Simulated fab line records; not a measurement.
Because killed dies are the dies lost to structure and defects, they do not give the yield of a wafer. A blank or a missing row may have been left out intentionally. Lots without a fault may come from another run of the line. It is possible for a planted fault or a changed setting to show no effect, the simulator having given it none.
One fault through the eyes of 2 desks    flow berkeley_cmos170    only its own numbers are on each desk; what lay behind them is given at the end

## TOOL OWNER'S DESK, litho_track-02
The tool's own readings at UCB170_PWELL_SOFTBAKE_09 (time 60 s): means of the sampled wafers that have a number, for each lot that ran on this tool. Any lot whose mean is over 4 standard deviations away from the usual mean is out of limits and marked OUT; that distance is given in the brackets.
Columns: A = chill_plate_temp_C at UCB170_PWELL_SOFTBAKE_09, usual 22.99 C; B = heater_power_total_W at UCB170_PWELL_SOFTBAKE_09, usual 56.80 W; C = plate_temp_C at UCB170_PWELL_SOFTBAKE_09, usual 129.98 C
lot   first seen here  A      B                C
L818  day 3 16:02      22.88  56.82            129.84
L821  day 4 00:44      23.07  56.78            130.06
L823  day 4 15:14      22.95  56.74            129.86
L827  day 5 09:04      22.89  58.48 (+35) OUT  132.94 (+20) OUT
L828  day 5 19:14      23.10  58.43 (+34) OUT  132.98 (+20) OUT
L829  day 5 23:48      22.89  58.51 (+36) OUT  132.93 (+20) OUT
This desk's verdict: out of limits on L827, L828, L829, starting with L827 at day 5 09:04 (heater_power_total_W at UCB170_PWELL_SOFTBAKE_09). L818, L821, L823: within limits.

## FROM THE METROLOGY DESK
Means of the sampled wafers that have a number, per lot and without regard to the tool the lot ran on: this is what the gauges read. Any lot whose mean is over 4 standard deviations away from the usual mean is out of limits and marked OUT; that distance is given in the brackets.
Columns: A = cd_nm at UCB170_ACTIVE_CD_MEAS_13, usual 1200.0 nm; B = GATE_OXIDE_THK at UCB170_GATE_THK_MEAS_02, usual 6.67 nm
lot   first seen here  A       B
L815  day 3 22:53      1198.0  6.55
L817  day 4 09:21      1199.4  6.72
L816  day 4 09:35      1199.9  6.74
L818  day 4 16:51      1201.0  6.58
L819  day 5 00:12      1202.1  6.86
L820  day 5 05:40      1199.9  6.64
L821  day 5 06:23      1200.4  6.58
L822  day 5 17:56      1199.2  6.89
L824  day 5 18:01      1197.7  6.73
L823  day 5 18:11      1199.8  6.94
L827  day 6 21:22      1200.1  6.55
L828  day 6 21:34      1199.8  6.49
L829  day 7 01:20      1198.7  6.57
L836  day 8 07:47      1201.2  6.50
L838  day 8 22:26      1199.1  6.77
This desk found nothing out of limits on any of the 15 lots.

## TAKEN TOGETHER
An alarm could have come from the tool owner's desk at day 5 09:04, on L827, L828, L829.
Nothing out of limits was seen by the metrology desk.
The metrology desk holds a record of L827, L828, L829, inside its limits.
Every lot named ran UCB170_PWELL_SOFTBAKE_09 on litho_track-02.

## WHAT THE SIMULATOR PUT IN
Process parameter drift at UCB170_PWELL_SOFTBAKE_09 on litho_track-02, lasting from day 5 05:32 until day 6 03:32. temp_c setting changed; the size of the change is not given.
Lots struck among those shown: L827, L828, L829.
Delay in hours, fault start to first out-of-limits reading, by desk: the tool owner's desk at 4.
